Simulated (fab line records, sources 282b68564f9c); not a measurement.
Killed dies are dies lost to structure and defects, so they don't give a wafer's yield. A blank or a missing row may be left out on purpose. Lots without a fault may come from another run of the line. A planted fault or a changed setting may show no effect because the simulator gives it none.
Which tool did it? | flow rit_cmos | 13 lots, 39 wafers sampled, at 2 steps of a route of 202

WHAT THE GAUGES READ, wafer by wafer
RIT_M1_CD_MEAS_09: target cd 2600 nm.
lot  | measured    | on        | cd_nm (nm)
L842 | day 3 11:49 | cd_sem-02 | 2598.1 2597.3 2595.1
L843 | day 3 19:20 | cd_sem-01 | 2601.6 2601.5 2600.8
L845 | day 4 02:19 | cd_sem-01 | 2602.3 2603.8 2601.8
L849 | day 5 00:25 | cd_sem-01 | 2600.8 2604.3 2602.7
L850 | day 5 02:22 | cd_sem-02 | 2602.2 2604.7 2605.3
L851 | day 5 10:59 | cd_sem-02 | 2602.8 2606.0 2603.7
L852 | day 5 14:01 | cd_sem-02 | 2600.1 2602.3 2600.9
L855 | day 6 09:45 | cd_sem-02 | 2249.3 2246.8 2247.5
L856 | day 6 11:08 | cd_sem-01 | 2599.3 2600.1 2598.8
L857 | day 6 17:19 | cd_sem-02 | 2602.4 2603.7 2603.2
L858 | day 6 23:35 | cd_sem-02 | 2601.0 2601.0 2600.2
L863 | day 7 20:29 | cd_sem-02 | 2601.7 2601.1 2598.9
L864 | day 8 04:31 | cd_sem-02 | 2599.1 2600.1 2597.4

WHICH TOOL RAN EACH LOT (tool, then ch and the chambers of the sampled wafers, then the start)
lot  | RIT_M1_EXPOSE_06
L842 | iline_stepper-02 ch 0, day 3 11:16
L843 | iline_stepper-02 ch 0, day 3 18:54
L845 | iline_stepper-01 ch 0, day 4 01:53
L849 | iline_stepper-01 ch 0, day 4 23:59
L850 | iline_stepper-01 ch 0, day 5 01:56
L851 | iline_stepper-01 ch 0, day 5 10:33
L852 | iline_stepper-02 ch 0, day 5 13:35
L855 | iline_stepper-01 ch 0, day 6 09:19
L856 | iline_stepper-02 ch 0, day 6 10:43
L857 | iline_stepper-02 ch 0, day 6 16:42
L858 | iline_stepper-01 ch 0, day 6 23:09
L863 | iline_stepper-02 ch 0, day 7 20:03
L864 | iline_stepper-01 ch 0, day 8 04:05
- RIT_M1_EXPOSE_06: exposes mask M12, target cd 2600 nm.

WHAT THE TOOLS THEMSELVES READ (means of the sampled wafers that have a number; where no wafer has one, the mark that the record gives instead)
The record holds no such reading with a usual standard deviation.

THE ANSWER, worked out from the rows above alone
Rule: what is usual is taken from the lots themselves. Put in order of their means at a reading, lots are off if they are a third of the lots or fewer, leave a main group of 4 or more, and stand apart from it by a gap of 3 or more times the standard deviation of the main group's means; of several such gaps the widest counts. A main group whose means are all the same, to the digits that the tables above print for the reading, isn't used. A lot without any number at a reading at which 4 lots or more have one is off too. The other lots that the step has rows for count as sound. The gauges are gone through in route order, then the tools' own readings, and for those a lot's mean is taken as printed above. The first step at which some lot is off is used, and at that step the reading that is off furthest; a lot without a number counts as furthest.
Off: L855, at RIT_M1_CD_MEAS_09 (cd_nm). The main group: mean 2601.3 nm, standard deviation 2.1.
A tool fits if, at a process step before that reading, it ran every lot that is off, and no sound lot after the first of them. The gauges at RIT_M1_CD_MEAS_09 are tried like those tools. None of those tried fits.

WHAT THE SIMULATOR HAD PUT IN
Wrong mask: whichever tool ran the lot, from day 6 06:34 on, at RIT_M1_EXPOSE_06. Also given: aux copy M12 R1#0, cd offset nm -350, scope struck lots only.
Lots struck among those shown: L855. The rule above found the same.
